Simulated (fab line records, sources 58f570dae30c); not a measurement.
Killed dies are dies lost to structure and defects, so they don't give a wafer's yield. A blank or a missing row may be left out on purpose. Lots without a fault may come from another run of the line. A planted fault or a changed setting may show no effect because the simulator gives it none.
Tool commonality check | flow berkeley_cmos170 | 14 lots, 42 wafers sampled

WHY IT WAS OPENED
At UCB170_V2_THK_MEAS_01 the reading V2_TEOS_THK is flagged on 2 of 14 lots. Wafers without a fault read 2002 nm, standard deviation 32.
Rule: a lot is flagged when every wafer of it that has a number lies more than 4 standard deviations from that mean, or none has a number. The other lots count as sound.

lot  | measured     | on            | V2_TEOS_THK (nm), wafer by wafer | flag
L710 | day 7 19:33  | film_metro-01 | 1960 2046 2002                   |
L707 | day 7 19:41  | film_metro-01 | 1993 1959 2027                   |
L708 | day 7 23:15  | film_metro-01 | 2019 2036 2068                   |
L709 | day 7 23:30  | film_metro-02 | 2025 2024 2063                   |
L713 | day 9 06:03  | film_metro-01 | 1975 2003 2036                   |
L714 | day 9 10:04  | film_metro-04 | 2006 2025 1990                   |
L715 | day 9 14:23  | film_metro-01 | 1960 1993 1977                   |
L720 | day 10 13:58 | film_metro-04 | 1979 1951 1979                   |
L721 | day 10 14:41 | film_metro-04 | 2017 2018 2074                   |
L718 | day 10 15:31 | film_metro-04 | 2005 1979 2033                   |
L717 | day 10 15:37 | film_metro-04 | 2000 2055 1990                   |
L725 | day 11 03:57 | film_metro-04 | 2004 2051 2028                   |
L726 | day 11 04:14 | film_metro-02 | 3767 3823 3871                   | FLAGGED
L727 | day 11 21:04 | film_metro-02 | 3850 3825 3902                   | FLAGGED
The numbers of the flagged lots are 3840 nm on average: +1838 nm against the usual, or +57 standard deviations.

WHICH TOOL RAN EACH LOT
The record holds 1 process step before the reading, out of a route of 331 steps. In each cell: the tool, then ch and the chambers that the sampled wafers went through, then the start.
lot  | flag    | UCB170_V2_CVD_00
L710 |         | pecvd-01 ch 0,1,2, day 7 19:23
L707 |         | pecvd-02 ch 0,1, day 7 19:32
L708 |         | pecvd-04 ch 0,2, day 7 23:05
L709 |         | pecvd-01 ch 0,2, day 7 23:19
L713 |         | pecvd-02 ch 0,2, day 9 05:54
L714 |         | pecvd-02 ch 1,2, day 9 09:55
L715 |         | pecvd-01 ch 0,1, day 9 14:13
L720 |         | pecvd-02 ch 1,2, day 10 13:49
L721 |         | pecvd-04 ch 1,2, day 10 14:32
L718 |         | pecvd-02 ch 0,2, day 10 15:21
L717 |         | pecvd-04 ch 0,1,2, day 10 15:26
L725 |         | pecvd-04 ch 1,2, day 11 03:46
L726 | FLAGGED | pecvd-02 ch 1,2, day 11 04:05
L727 | FLAGGED | pecvd-02 ch 0,1, day 11 20:53
What these steps do:
- UCB170_V2_CVD_00: deposits SiO2 from TEOS/O2, target thk 2000 nm, time 250 s.
- UCB170_V2_THK_MEAS_01

FLAGGED OVER TOTAL, TOOL BY TOOL (the gauges that took the reading come last)
step                  | tool          | lots run | flagged | share of the flagged lots | sound lots run after its first flagged lot
UCB170_V2_CVD_00      | pecvd-01      | 3        | 0       | none                      | -
UCB170_V2_CVD_00      | pecvd-02      | 7        | 2       | all                       | 0
UCB170_V2_CVD_00      | pecvd-04      | 4        | 0       | none                      | -
UCB170_V2_THK_MEAS_01 | film_metro-01 | 5        | 0       | none                      | -
UCB170_V2_THK_MEAS_01 | film_metro-02 | 3        | 2       | all                       | 0
UCB170_V2_THK_MEAS_01 | film_metro-04 | 6        | 0       | none                      | -

WHAT THE TABLE ALLOWS
2 rows of the table ran every flagged lot: pecvd-02 at UCB170_V2_CVD_00, film_metro-02 at UCB170_V2_THK_MEAS_01.
- pecvd-02 at UCB170_V2_CVD_00: 2 of its 7 lots flagged. Its last sound lot is L718 (day 10 15:21), its first flagged lot L726 (day 11 04:05): a fault that began between those two fits.
- film_metro-02 at UCB170_V2_THK_MEAS_01: 2 of its 3 lots flagged. Its last sound lot is L709 (day 7 23:30), its first flagged lot L726 (day 11 04:14): a fault that began between those two fits.
Counting lots can't tell these 2 tools apart, because each fits a fault that began at some hour. More lots, or a look at what each step does to the wafer, might.

WHAT THE SIMULATOR HAD PUT IN
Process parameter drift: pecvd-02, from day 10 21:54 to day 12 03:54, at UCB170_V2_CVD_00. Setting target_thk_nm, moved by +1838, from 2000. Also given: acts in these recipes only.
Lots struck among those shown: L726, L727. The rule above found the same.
